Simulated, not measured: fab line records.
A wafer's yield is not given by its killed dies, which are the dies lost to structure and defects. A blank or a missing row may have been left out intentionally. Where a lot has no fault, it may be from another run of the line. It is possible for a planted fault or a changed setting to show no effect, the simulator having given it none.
Matching of chambers | flow berkeley_cmos170 | UCB170_NWELL_ETCH_13 on rie_diel-03: 4 sister chambers
The step etches Si3N4 in CH3F/Ar/O2, stops on SiO2, target depth 246.4 nm, time 154 s. 7 wafers are shown with their chamber, then 7 later ones without.

## WAFERS, EACH WITH ITS CHAMBER
wafer  | chamber | throttle_valve_pct (%) | oes_product_au (a.u.)
L948.2 | 0       | 7.88                   | 0.957
L948.4 | 1       | 8.12                   | 0.955
L950.5 | 2       | 8.08                   | 0.917
L952.3 | 2       | 8.08                   | 0.925
L952.5 | 3       | 8.13                   | 0.950
L956.2 | 3       | 8.14                   | 0.947
L956.3 | 1       | 8.13                   | 0.950

## WAFERS MISSING THEIR CHAMBER
wafer  | throttle_valve_pct (%) | oes_product_au (a.u.)
L956.4 | 8.09                   | 0.924
L958.1 | 7.88                   | 0.949
L958.3 | 8.09                   | 0.924
L958.5 | 8.13                   | 0.939
L964.1 | 8.13                   | 0.934
L964.3 | 8.08                   | 0.921
L964.5 | 8.07                   | 0.922

## WHICH CHAMBER EACH WENT THROUGH
wafer  | from the rows above     | in truth
L956.4 | 2                       | 2
L958.1 | 0                       | 0
L958.3 | 2                       | 2
L958.5 | can't be placed: 3 or 1 | 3
L964.1 | can't be placed: 3 or 1 | 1
L964.3 | 2                       | 2
L964.5 | 2                       | 2
Correctly placed: 5 of 7. From these rows, 2 cannot be placed; in 2 the true chamber is one of the candidates. Wrongly placed: 0.
How it was worked out, from the rows above alone: a wafer's distance from a chamber is the root of the sum, over the readings, of the square of ((its reading less the chamber's mean) divided by the reading's scatter). If the next closest chamber is less than 2 further off than the closest, the wafer can't be placed; otherwise it belongs to the closest. A chamber's mean is the mean of its shown wafers. The scatter: the root of (the sum of the squares of (reading less its chamber's mean) over the shown wafers, divided by (wafers less chambers)).
